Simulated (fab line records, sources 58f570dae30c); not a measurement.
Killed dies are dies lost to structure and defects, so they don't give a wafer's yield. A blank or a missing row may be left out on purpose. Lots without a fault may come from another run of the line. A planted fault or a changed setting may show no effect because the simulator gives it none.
Tool commonality check | flow berkeley_cmos170 | 16 lots, 48 wafers sampled

WHY IT WAS OPENED
At UCB170_PFIELD_OVL_MEAS_06 the reading PFIELD_OVL is flagged on 4 of 16 lots. Wafers without a fault read 0 nm, standard deviation 4.1.
Rule: a lot is flagged when every wafer of it that has a number lies more than 4 standard deviations from that mean, or none has a number. The other lots count as sound.

lot  | measured    | on         | PFIELD_OVL (nm), wafer by wafer | flag
L494 | day 4 09:49 | overlay-01 | 6 -6 -4                         |
L495 | day 4 14:09 | overlay-01 | 3 2 0                           |
L496 | day 4 15:07 | overlay-01 | -4 -2 -2                        |
L498 | day 5 07:04 | overlay-02 | -6 1 -3                         |
L499 | day 5 07:23 | overlay-02 | 9 4 1                           |
L500 | day 5 16:15 | overlay-01 | 1 -1 4                          |
L501 | day 5 20:02 | overlay-02 | -5 -4 -3                        |
L505 | day 6 20:28 | overlay-01 | 87 96 87                        | FLAGGED
L506 | day 6 22:46 | overlay-02 | 93 94 90                        | FLAGGED
L507 | day 7 09:31 | overlay-01 | 3 4 -2                          |
L508 | day 7 19:23 | overlay-01 | 1 0 -5                          |
L510 | day 7 22:12 | overlay-01 | 7 4 2                           |
L509 | day 7 22:46 | overlay-02 | 88 91 91                        | FLAGGED
L511 | day 8 05:33 | overlay-01 | 86 89 89                        | FLAGGED
L516 | day 9 04:00 | overlay-02 | -4 -1 6                         |
L517 | day 9 10:07 | overlay-02 | 6 5 3                           |
The numbers of the flagged lots are 90 nm on average: +90 nm against the usual, or +22 standard deviations.

WHICH TOOL RAN EACH LOT
The record holds 1 process step before the reading, out of a route of 331 steps. In each cell: the tool, then ch and the chambers that the sampled wafers went through, then the start.
lot  | flag    | UCB170_PFIELD_EXPOSE_03
L494 |         | krf_scanner-01 ch 0, day 4 09:26
L495 |         | krf_scanner-01 ch 0, day 4 13:25
L496 |         | krf_scanner-02 ch 0, day 4 14:46
L498 |         | krf_scanner-01 ch 0, day 5 06:41
L499 |         | krf_scanner-01 ch 0, day 5 06:49
L500 |         | krf_scanner-02 ch 0, day 5 15:32
L501 |         | krf_scanner-02 ch 0, day 5 19:41
L505 | FLAGGED | krf_scanner-01 ch 0, day 6 20:06
L506 | FLAGGED | krf_scanner-01 ch 0, day 6 22:21
L507 |         | krf_scanner-02 ch 0, day 7 09:04
L508 |         | krf_scanner-02 ch 0, day 7 18:59
L510 |         | krf_scanner-02 ch 0, day 7 21:49
L509 | FLAGGED | krf_scanner-01 ch 0, day 7 22:17
L511 | FLAGGED | krf_scanner-01 ch 0, day 8 05:10
L516 |         | krf_scanner-02 ch 0, day 9 03:34
L517 |         | krf_scanner-02 ch 0, day 9 08:58
What these steps do:
- UCB170_PFIELD_EXPOSE_03: exposes mask PFIELD, target cd 1500 nm.
- UCB170_PFIELD_OVL_MEAS_06

FLAGGED OVER TOTAL, TOOL BY TOOL (the gauges that took the reading come last)
step                      | tool           | lots run | flagged | share of the flagged lots | sound lots run after its first flagged lot
UCB170_PFIELD_EXPOSE_03   | krf_scanner-01 | 8        | 4       | all                       | 0
UCB170_PFIELD_EXPOSE_03   | krf_scanner-02 | 8        | 0       | none                      | -
UCB170_PFIELD_OVL_MEAS_06 | overlay-01     | 9        | 2       | some                      | 3 (L507,L508,L510)
UCB170_PFIELD_OVL_MEAS_06 | overlay-02     | 7        | 2       | some                      | 2 (L516,L517)

WHAT THE TABLE ALLOWS
1 row of the table ran every flagged lot: krf_scanner-01 at UCB170_PFIELD_EXPOSE_03.
- krf_scanner-01 at UCB170_PFIELD_EXPOSE_03: 4 of its 8 lots flagged. Its last sound lot is L499 (day 5 06:49), its first flagged lot L505 (day 6 20:06): a fault that began between those two fits.
One tool is left: krf_scanner-01 at UCB170_PFIELD_EXPOSE_03.

WHAT THE SIMULATOR HAD PUT IN
Scanner matching overlay: krf_scanner-01, from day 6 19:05 on, at UCB170_PFIELD_EXPOSE_03. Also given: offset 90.
Lots struck among those shown: L505, L506, L509, L511. The rule above found the same.
